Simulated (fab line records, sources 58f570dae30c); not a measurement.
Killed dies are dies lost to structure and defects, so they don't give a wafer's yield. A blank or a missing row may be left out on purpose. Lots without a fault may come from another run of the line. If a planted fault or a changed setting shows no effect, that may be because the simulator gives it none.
Which tool is to blame? -- flow berkeley-cmos170 -- 45 wafers from 15 lots sampled at 4 of the route's 331 steps

== WHAT THE GAUGES SHOWED, per wafer ==
UCB170_SDANNEAL_RS_MEAS_02: measurement is done with a four-point probe. Usual: PSD_RS gives 75.8 ohm/sq (standard deviation 0.37).
lot,measured,on,PSD_RS (ohm/sq),flag
L486,day 6 17:19,film-metro-02,75.8 75.8 75.5,
L487,day 7 02:29,film-metro-01,75.5 75.5 75.9,
L489,day 7 12:07,film-metro-01,76.2 75.9 75.9,
L492,day 8 02:04,film-metro-02,75.5 75.6 75.3,
L495,day 8 11:25,film-metro-02,75.8 75.8 75.7,
L494,day 8 11:53,film-metro-03,76.1 76.2 76.0,
L497,day 9 04:25,film-metro-03,76.2 76.2 76.1,
L499,day 9 04:46,film-metro-01,76.3 76.3 76.3,
L500,day 9 14:27,film-metro-02,75.3 75.3 75.5,
L503,day 10 04:11,film-metro-01,75.6 75.4 75.3,
L502,day 10 04:23,film-metro-02,76.3 76.0 76.0,
L504,day 10 08:30,film-metro-03,76.2 76.3 76.3,
L506,day 11 00:17,film-metro-03,76.3 76.0 76.2,
L507,day 11 00:41,film-metro-01,76.0 75.6 75.8,
L508,day 11 16:46,film-metro-03,75.9 76.1 76.0,

UCB170_M2_RS_MEAS_02: measurement is done with a four-point probe. Usual: M2_AL_RS gives 0.0323 ohm/sq (standard deviation 0.00037).
lot,measured,on,M2_AL_RS (ohm/sq),flag
L486,day 7 07:33,film-metro-01,0.0318 0.0322 0.0315,
L487,day 7 19:05,film-metro-04,0.0326 0.0323 0.0325,
L489,day 8 03:58,film-metro-03,0.0323 0.0325 0.0322,
L492,day 8 17:28,film-metro-04,0.0316 0.0318 0.0314,
L495,day 9 04:13,film-metro-01,0.0325 0.0326 0.0324,
L494,day 9 04:04,film-metro-01,0.0323 0.0323 0.0325,
L497,day 9 19:49,film-metro-03,0.0319 0.0322 0.0321,
L499,day 9 20:41,film-metro-01,0.0319 0.0320 0.0317,
L500,day 10 05:34,film-metro-03,0.0326 0.0322 0.0325,
L503,day 10 20:09,film-metro-04,0.0323 0.0324 0.0324,
L502,day 10 19:51,film-metro-03,0.0325 0.0327 0.0324,
L504,day 11 00:04,film-metro-01,0.0321 0.0320 0.0323,
L506,day 11 15:20,film-metro-04,0.0322 0.0322 0.0320,
L507,day 11 15:22,film-metro-03,0.0319 0.0323 0.0322,
L508,day 12 06:55,film-metro-01,0.0315 0.0317 0.0314,

UCB170_V2_OVL_MEAS_13. Usual: V2_OVL gives 2 nm (standard deviation 5).
lot,measured,on,V2_OVL (nm),flag
L486,day 7 13:04,overlay-01,6 -5 6,
L487,day 8 00:22,overlay-01,6 7 3,
L489,day 8 08:53,overlay-01,7 -1 3,
L492,day 8 22:31,overlay-01,2 -1 1,
L495,day 9 09:32,overlay-01,-2 0 -1,
L494,day 9 08:39,overlay-02,8 17 12,
L497,day 10 00:29,overlay-02,12 7 0,
L499,day 10 01:43,overlay-01,-1 -8 7,
L500,day 10 09:54,overlay-02,-5 -4 -9,
L503,day 11 01:50,overlay-02,4 2 2,
L502,day 11 00:57,overlay-01,0 3 -1,
L504,day 11 04:58,overlay-01,-6 8 3,
L506,day 11 21:16,overlay-02,1 -7 -4,
L507,day 11 21:02,overlay-01,-2 12 4,
L508,day 12 12:52,overlay-02,-6 0 -6,

== WHICH TOOL RAN EACH LOT (tool, then ch and the chambers of the sampled wafers, then the start) ==
lot,UCB170_PVT_HMDS_00
L486,"litho-track-01 ch 0, day 5 11:04"
L487,"litho-track-01 ch 0, day 5 21:34"
L489,"litho-track-04 ch 0, day 6 08:56"
L492,"litho-track-04 ch 0, day 6 17:51"
L495,"litho-track-01 ch 0, day 7 09:09"
L494,"litho-track-04 ch 0, day 7 09:22"
L497,"litho-track-04 ch 0, day 7 19:43"
L499,"litho-track-02 ch 0, day 7 19:57"
L500,"litho-track-01 ch 0, day 8 09:59"
L503,"litho-track-04 ch 0, day 9 00:19"
L502,"litho-track-01 ch 0, day 9 00:31"
L504,"litho-track-01 ch 0, day 9 06:22"
L506,"litho-track-04 ch 0, day 9 19:49"
L507,"litho-track-01 ch 0, day 9 20:31"
L508,"litho-track-04 ch 0, day 10 07:45"
- UCB170_PVT_HMDS_00: prime time 60 s.

== WHAT THE TOOLS THEMSELVES READ (means of the sampled wafers that have a number; where no wafer has one, the mark that the record gives instead) ==
UCB170_PVT_HMDS_00. Usual: chill-plate-temp-C 22.98 C, standard deviation 0.11; prime-temp-c 100.00 C, standard deviation 0.16.
lot,tool,chill-plate-temp-C (C),prime-temp-c (C),flag
L486,litho-track-01,22.97,100.07,
L487,litho-track-01,22.99,99.99,
L489,litho-track-04,22.93,99.98,
L492,litho-track-04,23.01,100.17,
L495,litho-track-01,22.85,100.05,
L494,litho-track-04,22.88,100.10,
L497,litho-track-04,22.96,99.92,
L499,litho-track-02,23.19,100.05,
L500,litho-track-01,22.98,100.10,
L503,litho-track-04,22.91,100.00,
L502,litho-track-01,22.99,102.50,OFF
L504,litho-track-01,22.99,102.06,OFF
L506,litho-track-04,23.03,100.20,
L507,litho-track-01,23.15,102.10,OFF
L508,litho-track-04,22.99,99.74,

== THE ANSWER, worked out from the rows above alone ==
Rule: a lot is off if the mean of its wafers that have a number lies more than 3 standard deviations from the usual mean. A lot without any number at a reading at which 4 lots or more have one is off too. Any other lot the step has rows for is counted as sound. After the gauges, taken in route order, come the tools' own readings; for these a lot's mean is taken, as printed above. The first step at which some lot is off is used, and at that step the reading that is off furthest; a lot without a number counts as furthest.
Off: L502, L504, L507 (UCB170_PVT_HMDS_00, prime-temp-c).
If a tool, at that step or one of the process steps before it, ran each lot that is off and ran no sound lot following the first of them, it fits. One fits: UCB170_PVT_HMDS_00 on litho-track-01. A fault onset in the window from L500 (day 8 09:59, its last sound lot) to L502 (day 9 00:31, its first lot off) fits.
The tool's own readings at UCB170_PVT_HMDS_00 bear it out: on the lots that are off they differ by more than 5 times the standard deviation of the sound lots' means. prime-temp-c reads 102.22 C there against 100.03 C on the sound lots.

== WHAT THE SIMULATOR HAD PUT IN ==
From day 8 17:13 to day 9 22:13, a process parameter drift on litho-track-01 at UCB170_PVT_HMDS_00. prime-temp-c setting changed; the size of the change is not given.
Struck lots among those shown: L502, L504, L507. The rule given above showed the same thing.
